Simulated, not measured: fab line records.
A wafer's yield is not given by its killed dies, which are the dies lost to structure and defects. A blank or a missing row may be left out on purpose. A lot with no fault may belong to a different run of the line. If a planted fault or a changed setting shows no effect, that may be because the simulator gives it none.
One fault seen from 2 desks / flow berkeleyCmos170 / only its own numbers are on each desk; what lay behind them is given at the end

## FROM THE METROLOGY DESK
What the gauges read for every lot (on any tool): the sampled wafers with a number, averaged. The brackets show how far a lot's mean lies from the usual mean; more than 4 standard deviations puts the lot out of limits, marked OUT.
Columns: A = START_OXIDE_THK at UCB170_START_THK_MEAS_03, usual 19.9 nm; B = cdNm at UCB170_ACTIVE_CD_MEAS_13, usual 1199.8 nm
lot=L195; first seen here=day 1 20:58; A=19.7; B=1199.9
lot=L196; first seen here=day 2 01:04; A=20.0; B=1201.8
lot=L197; first seen here=day 2 05:31; A=19.9; B=1202.1
lot=L198; first seen here=day 2 10:58; A=20.1; B=1202.3
lot=L199; first seen here=day 2 16:32; A=19.4; B=1197.6
lot=L202; first seen here=day 3 04:21; A=20.2; B=1199.5
lot=L207; first seen here=day 4 08:20; A=19.9; B=1201.0
lot=L209; first seen here=day 4 15:19; A=20.1; B=1199.7
lot=L211; first seen here=day 5 02:44; A=19.7; B=1200.4
lot=L212; first seen here=day 5 06:27; A=20.3; B=1200.4
lot=L213; first seen here=day 5 14:13; A=19.6; B=1197.7
lot=L214; first seen here=day 5 18:28; A=20.3; B=1198.8
lot=L215; first seen here=day 5 23:38; A=20.1; B=1200.0
lot=L216; first seen here=day 6 03:46; A=19.6; B=1199.9
lot=L217; first seen here=day 6 07:36; A=19.8; B=1200.7
Result from this desk: across the 15 lots, nothing is out of limits.

## THE TOOL OWNER'S DESK: rieDiel-01
The tool's own readings at UCB170_NWELL_ETCH_13 (etches Si3N4 in CH3F/Ar/O2, stops on SiO2, target depth 246.4 nm, time 154 s): means of the sampled wafers that have a number, for each lot that ran on this tool. The brackets show how far a lot's mean lies from the usual mean; more than 4 standard deviations puts the lot out of limits, marked OUT.
Columns: A = drypumpMotorCurrentA at UCB170_NWELL_ETCH_13, usual 5.6 A; B = oesProductAu at UCB170_NWELL_ETCH_13, usual 0.942 a.u.; C = throttleValvePct at UCB170_NWELL_ETCH_13, usual 8.03 %
lot=L196; first seen here=day 2 23:25; A=5.9; B=0.935; C=7.98
lot=L198; first seen here=day 3 06:38; A=6.0; B=0.945; C=8.02
lot=L199; first seen here=day 3 15:29; A=5.9; B=0.940; C=7.98
lot=L202; first seen here=day 3 21:27; A=5.7; B=0.942; C=7.93
lot=L214; first seen here=day 6 08:39; A=5.8; B=0.949; C=7.97
Result from this desk: across the 5 lots, nothing is out of limits.

## ALL TOGETHER
Metrology desk: nothing out of limits seen.
The tool owner's desk saw nothing out of limits.

## WHAT WAS PUT IN BY THE SIMULATOR
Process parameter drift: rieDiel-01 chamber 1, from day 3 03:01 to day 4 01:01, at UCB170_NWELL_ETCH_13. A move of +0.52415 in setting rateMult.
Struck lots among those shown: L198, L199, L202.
